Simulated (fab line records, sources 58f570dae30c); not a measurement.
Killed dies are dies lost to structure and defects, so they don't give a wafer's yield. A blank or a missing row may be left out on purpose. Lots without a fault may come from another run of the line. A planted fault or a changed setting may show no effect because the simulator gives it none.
Chamber matching | flow berkeley_cmos170 | UCB170_M1_ETCH_11 on rie_diel-04: 4 sister chambers
The step etches BARC in N2/H2. 4 wafers are shown with their chamber, then 8 later ones without.

WAFERS WITH THEIR CHAMBER
wafer  | chamber | throttle_valve_pct (%)
L363.5 | 0       | 13.30
L368.3 | 1       | 13.50
L368.5 | 2       | 13.00
L371.2 | 3       | 13.31

WAFERS WITHOUT THEIR CHAMBER
wafer  | throttle_valve_pct (%)
L371.3 | 13.02
L371.4 | 13.48
L374.1 | 13.47
L374.2 | 13.03
L374.4 | 13.31
L377.1 | 13.31
L377.3 | 13.03
L377.5 | 13.32

WHICH CHAMBER EACH WENT THROUGH
wafer  | from the rows above     | in truth
L371.3 | 2                       | 2
L371.4 | 1                       | 1
L374.1 | 1                       | 1
L374.2 | 2                       | 2
L374.4 | can't be placed: 3 or 0 | 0
L377.1 | can't be placed: 3 or 0 | 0
L377.3 | 2                       | 2
L377.5 | can't be placed: 3 or 0 | 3
Placed correctly: 5 of 8. Can't be placed from these rows: 3 (the true chamber is among the candidates in 3). Placed wrongly: 0.
How it was worked out, from the rows above alone: a wafer's distance from a chamber is the root of the sum, over the readings, of the square of ((its reading less the chamber's mean) divided by the reading's scatter). The wafer belongs to the nearest chamber; if the next one is less than 2 further off, it can't be placed. A chamber's mean is the mean of its shown wafers. The scatter: with one shown wafer a chamber, the root of the mean of the squares of how far each hidden wafer lies from its nearest shown one.
